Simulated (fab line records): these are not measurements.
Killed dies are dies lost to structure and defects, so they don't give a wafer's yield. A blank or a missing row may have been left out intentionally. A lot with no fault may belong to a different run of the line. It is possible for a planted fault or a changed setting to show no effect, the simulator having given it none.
Which of the tools did it? ; flow rit_cmos ; 42 wafers sampled from 14 lots at 1 step of a route of 202

## WHAT THE GAUGES READ, wafer by wafer
The record lacks any reading of a measuring or inspecting step that a usual standard deviation could be used to judge.

## WHICH TOOL RAN EACH LOT (tool, then ch and the chambers of the sampled wafers, then the start)
lot;RIT_PLDD_HARDBAKE_07
L799;litho_track-03 ch 0, day 2 21:13
L800;litho_track-02 ch 0, day 3 00:21
L801;litho_track-03 ch 0, day 3 04:38
L802;litho_track-01 ch 0, day 3 11:56
L804;litho_track-02 ch 0, day 3 22:01
L806;litho_track-01 ch 0, day 4 06:55
L810;litho_track-03 ch 0, day 5 08:26
L812;litho_track-03 ch 0, day 5 13:26
L813;litho_track-01 ch 0, day 5 17:59
L814;litho_track-01 ch 0, day 6 02:20
L815;litho_track-02 ch 0, day 6 04:15
L816;litho_track-01 ch 0, day 6 10:55
L821;litho_track-01 ch 0, day 7 10:23
L822;litho_track-01 ch 0, day 7 14:14
- RIT_PLDD_HARDBAKE_07: time 60 s.

## AS READ BY THE TOOLS THEMSELVES (means over the sampled wafers that have a number; for cases with no such wafer, the mark the record gives instead)
RIT_PLDD_HARDBAKE_07. Usual: heater_power_total_W 62.55 W, standard deviation 0.053; plate_temp_C 140.03 C, standard deviation 0.14.
lot;tool;heater_power_total_W (W);plate_temp_C (C);flag
L799;litho_track-03;62.58;140.13;
L800;litho_track-02;62.57;139.86;
L801;litho_track-03;62.51;140.20;
L802;litho_track-01;62.55;140.10;
L804;litho_track-02;62.56;140.33;
L806;litho_track-01;62.59;140.04;
L810;litho_track-03;59.91;135.52;OFF
L812;litho_track-03;59.90;135.62;OFF
L813;litho_track-01;62.59;140.02;
L814;litho_track-01;62.54;139.88;
L815;litho_track-02;62.55;140.15;
L816;litho_track-01;62.54;139.85;
L821;litho_track-01;62.53;140.09;
L822;litho_track-01;62.50;140.09;

## THE ANSWER, worked out from the rows above alone
Rule: a lot is off if the mean of its wafers that have a number lies more than 3 standard deviations from the usual mean. Also off: a lot with no number at a reading for which 4 or more lots have one. Where the step has rows for the other lots, those lots are counted as sound. Order of review: gauges by route order, followed by the tools' own readings, for which a lot's mean as printed above is used. The first step at which some lot is off is used, and at that step the reading that is off furthest; a lot without a number counts as furthest.
Off at RIT_PLDD_HARDBAKE_07 (heater_power_total_W): L810, L812.
A tool fits if, at that step or a process step before it, it ran every lot that is off, and no sound lot after the first of them. One candidate fits, namely litho_track-03 at RIT_PLDD_HARDBAKE_07. A fault onset in the window from L801 (day 3 04:38, its last sound lot) to L810 (day 5 08:26, its first lot off) fits.
The tool's own readings at RIT_PLDD_HARDBAKE_07 bear it out: on the lots that are off they differ by more than 5 times the standard deviation of the sound lots' means. heater_power_total_W reads 59.91 W there against 62.55 W on the sound lots; plate_temp_C reads 135.57 C there against 140.06 C on the sound lots.

## WHAT THE SIMULATOR PUT IN
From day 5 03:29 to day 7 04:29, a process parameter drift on litho_track-03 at RIT_PLDD_HARDBAKE_07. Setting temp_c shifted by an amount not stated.
Shown lots that were struck: L810, L812. The same result came from the rule above.
